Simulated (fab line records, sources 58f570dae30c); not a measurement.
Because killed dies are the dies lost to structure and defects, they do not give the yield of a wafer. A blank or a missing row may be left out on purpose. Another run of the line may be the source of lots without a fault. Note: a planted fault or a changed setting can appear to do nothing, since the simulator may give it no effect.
The tool behind it: which one? :: flow berkeley-cmos170 :: 14 lots, 42 wafers sampled, at 4 steps of a route of 331

## WHAT THE GAUGES READ, wafer by wafer
UCB170_START_BOW_MEAS_00. Usual: for INCOMING_BOW the level is 0 um and the standard deviation is 5.3.
lot: L277
measured: day 1 10:01
on: film-metro-03
INCOMING_BOW (um): -2 9 0
flag: 

lot: L278
measured: day 1 15:01
on: film-metro-03
INCOMING_BOW (um): 11 -7 -5
flag: 

lot: L279
measured: day 1 20:02
on: film-metro-03
INCOMING_BOW (um): -7 -2 0
flag: 

lot: L281
measured: day 2 06:01
on: film-metro-04
INCOMING_BOW (um): -4 -7 -2
flag: 

lot: L282
measured: day 2 11:01
on: film-metro-02
INCOMING_BOW (um): 12 -1 -4
flag: 

lot: L283
measured: day 2 16:01
on: film-metro-03
INCOMING_BOW (um): 0 -2 2
flag: 

lot: L287
measured: day 3 12:01
on: film-metro-04
INCOMING_BOW (um): 4 2 0
flag: 

lot: L288
measured: day 3 17:00
on: film-metro-02
INCOMING_BOW (um): 2 3 12
flag: 

lot: L293
measured: day 4 18:01
on: film-metro-02
INCOMING_BOW (um): 1 -9 -7
flag: 

lot: L294
measured: day 4 23:00
on: film-metro-03
INCOMING_BOW (um): 7 0 7
flag: 

lot: L295
measured: day 5 04:00
on: film-metro-03
INCOMING_BOW (um): 2 -3 -3
flag: 

lot: L296
measured: day 5 09:00
on: film-metro-03
INCOMING_BOW (um): 7 -5 5
flag: 

lot: L299
measured: day 6 00:01
on: film-metro-02
INCOMING_BOW (um): -3 -12 8
flag: 

lot: L300
measured: day 6 05:00
on: film-metro-02
INCOMING_BOW (um): 7 -7 3
flag: 

UCB170_SDANNEAL_RS_MEAS_05: measurement is done with a four-point probe. Usual: for NLDD_RS the level is 616.9 ohm/sq and the standard deviation is 1.6.
lot: L277
measured: day 6 19:51
on: film-metro-04
NLDD_RS (ohm/sq): 615.9 615.6 617.1
flag: 

lot: L278
measured: day 6 19:08
on: film-metro-03
NLDD_RS (ohm/sq): 615.7 618.5 616.9
flag: 

lot: L279
measured: day 6 20:02
on: film-metro-03
NLDD_RS (ohm/sq): 617.4 617.8 616.3
flag: 

lot: L281
measured: day 7 07:52
on: film-metro-03
NLDD_RS (ohm/sq): 615.7 618.3 617.6
flag: 

lot: L282
measured: day 7 17:25
on: film-metro-03
NLDD_RS (ohm/sq): 618.5 617.3 616.2
flag: 

lot: L283
measured: day 8 01:59
on: film-metro-02
NLDD_RS (ohm/sq): 618.7 618.2 616.2
flag: 

lot: L287
measured: day 8 15:42
on: film-metro-03
NLDD_RS (ohm/sq): 620.6 619.0 618.8
flag: 

lot: L288
measured: day 8 16:07
on: film-metro-02
NLDD_RS (ohm/sq): 615.9 617.4 617.9
flag: 

lot: L293
measured: day 9 19:19
on: film-metro-04
NLDD_RS (ohm/sq): 615.6 617.3 615.3
flag: 

lot: L294
measured: day 9 19:41
on: film-metro-02
NLDD_RS (ohm/sq): 615.3 618.0 616.7
flag: 

lot: L295
measured: day 10 06:16
on: film-metro-02
NLDD_RS (ohm/sq): 615.7 615.2 613.7
flag: 

lot: L296
measured: day 10 05:55
on: film-metro-04
NLDD_RS (ohm/sq): 617.4 616.8 614.9
flag: 

lot: L299
measured: day 11 05:14
on: film-metro-03
NLDD_RS (ohm/sq): 615.9 615.9 614.8
flag: 

lot: L300
measured: day 11 05:25
on: film-metro-04
NLDD_RS (ohm/sq): 620.3 618.2 619.5
flag: 

UCB170_SILICIDE_RS_MEAS_02: measurement is done with a four-point probe. Usual: for SILICIDE_TI_RS the level is 26.3 ohm/sq and the standard deviation is 0.38.
lot: L277
measured: day 6 20:04
on: film-metro-01
SILICIDE_TI_RS (ohm/sq): 26.2 26.3 26.0
flag: 

lot: L278
measured: day 6 19:21
on: film-metro-01
SILICIDE_TI_RS (ohm/sq): 25.9 26.0 26.1
flag: 

lot: L279
measured: day 6 20:16
on: film-metro-03
SILICIDE_TI_RS (ohm/sq): 26.0 25.4 25.6
flag: 

lot: L281
measured: day 7 08:05
on: film-metro-03
SILICIDE_TI_RS (ohm/sq): 26.5 26.2 26.3
flag: 

lot: L282
measured: day 7 17:38
on: film-metro-01
SILICIDE_TI_RS (ohm/sq): 25.9 26.2 26.0
flag: 

lot: L283
measured: day 8 02:13
on: film-metro-01
SILICIDE_TI_RS (ohm/sq): 26.9 26.3 26.4
flag: 

lot: L287
measured: day 8 15:55
on: film-metro-01
SILICIDE_TI_RS (ohm/sq): 26.3 26.8 26.5
flag: 

lot: L288
measured: day 8 16:20
on: film-metro-01
SILICIDE_TI_RS (ohm/sq): 27.4 26.9 26.7
flag: 

lot: L293
measured: day 9 19:37
on: film-metro-03
SILICIDE_TI_RS (ohm/sq): 26.2 26.6 26.7
flag: 

lot: L294
measured: day 9 19:55
on: film-metro-03
SILICIDE_TI_RS (ohm/sq): 26.2 26.4 26.8
flag: 

lot: L295
measured: day 10 06:29
on: film-metro-01
SILICIDE_TI_RS (ohm/sq): 25.6 26.0 25.9
flag: 

lot: L296
measured: day 10 06:08
on: film-metro-03
SILICIDE_TI_RS (ohm/sq): 26.4 25.9 25.9
flag: 

lot: L299
measured: day 11 05:28
on: film-metro-01
SILICIDE_TI_RS (ohm/sq): 26.8 26.1 26.2
flag: 

lot: L300
measured: day 11 05:38
on: film-metro-02
SILICIDE_TI_RS (ohm/sq): 26.0 26.4 26.9
flag: 

## EACH LOT AND THE TOOL THAT RAN IT (in order: tool; ch and the chambers of the sampled wafers; start)
lot: L277
UCB170_PVT_IMPLANT_07: implanter-04 ch 0, day 5 15:38

lot: L278
UCB170_PVT_IMPLANT_07: implanter-03 ch 0, day 5 15:22

lot: L279
UCB170_PVT_IMPLANT_07: implanter-04 ch 0, day 5 15:56

lot: L281
UCB170_PVT_IMPLANT_07: implanter-04 ch 0, day 6 06:44

lot: L282
UCB170_PVT_IMPLANT_07: implanter-04 ch 0, day 6 12:19

lot: L283
UCB170_PVT_IMPLANT_07: implanter-04 ch 0, day 7 00:01

lot: L287
UCB170_PVT_IMPLANT_07: implanter-02 ch 0, day 7 15:56

lot: L288
UCB170_PVT_IMPLANT_07: implanter-03 ch 0, day 7 15:40

lot: L293
UCB170_PVT_IMPLANT_07: implanter-02 ch 0, day 8 09:32

lot: L294
UCB170_PVT_IMPLANT_07: implanter-04 ch 0, day 8 12:17

lot: L295
UCB170_PVT_IMPLANT_07: implanter-04 ch 0, day 9 04:06

lot: L296
UCB170_PVT_IMPLANT_07: implanter-02 ch 0, day 9 04:12

lot: L299
UCB170_PVT_IMPLANT_07: implanter-03 ch 0, day 9 23:25

lot: L300
UCB170_PVT_IMPLANT_07: implanter-02 ch 0, day 9 23:07
- UCB170_PVT_IMPLANT_07

## WHAT THE TOOLS THEMSELVES READ (means of the sampled wafers that have a number; where no wafer has one, the mark that the record gives instead)
UCB170_PVT_IMPLANT_07. Usual: tilt-deg 7.001 degrees, standard deviation 0.022.
lot: L277
tool: implanter-04
tilt-deg (degrees): 6.981
flag: 

lot: L278
tool: implanter-03
tilt-deg (degrees): 7.012
flag: 

lot: L279
tool: implanter-04
tilt-deg (degrees): 7.009
flag: 

lot: L281
tool: implanter-04
tilt-deg (degrees): 7.011
flag: 

lot: L282
tool: implanter-04
tilt-deg (degrees): 6.992
flag: 

lot: L283
tool: implanter-04
tilt-deg (degrees): 7.001
flag: 

lot: L287
tool: implanter-02
tilt-deg (degrees): 7.008
flag: 

lot: L288
tool: implanter-03
tilt-deg (degrees): 7.000
flag: 

lot: L293
tool: implanter-02
tilt-deg (degrees): 6.972
flag: 

lot: L294
tool: implanter-04
tilt-deg (degrees): 6.454
flag: OFF

lot: L295
tool: implanter-04
tilt-deg (degrees): 6.418
flag: OFF

lot: L296
tool: implanter-02
tilt-deg (degrees): 7.014
flag: 

lot: L299
tool: implanter-03
tilt-deg (degrees): 7.022
flag: 

lot: L300
tool: implanter-02
tilt-deg (degrees): 6.999
flag: 

## THE ANSWER, worked out from the rows above alone
Rule: a lot counts as off when the mean over its wafers that have a number is more than 3 standard deviations away from the usual mean. A lot without any number at a reading at which 4 lots or more have one is off too. The other lots that the step has rows for count as sound. The gauges are gone through in route order, then the tools' own readings, and for those a lot's mean is taken as printed above. The first step at which some lot is off is used, and at that step the reading that is off furthest; a lot without a number counts as furthest.
Off, at UCB170_PVT_IMPLANT_07 on tilt-deg: L294, L295.
If a tool, at that step or one of the process steps before it, ran each lot that is off and ran no sound lot following the first of them, it fits. One fits: UCB170_PVT_IMPLANT_07 on implanter-04. A fault onset in the window from L283 (day 7 00:01, its last sound lot) to L294 (day 8 12:17, its first lot off) fits.
The tool's own readings at UCB170_PVT_IMPLANT_07 bear it out: on the lots that are off they differ by more than 5 times the standard deviation of the sound lots' means. tilt-deg reads 6.436 degrees there against 7.002 degrees on the sound lots.

## WHAT THE SIMULATOR PUT IN
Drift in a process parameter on implanter-04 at UCB170_PVT_IMPLANT_07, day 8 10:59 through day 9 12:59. From 7, the setting tilt-deg moved by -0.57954. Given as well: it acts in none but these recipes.
Lots struck among those shown: L294, L295. The same result came from the rule above.
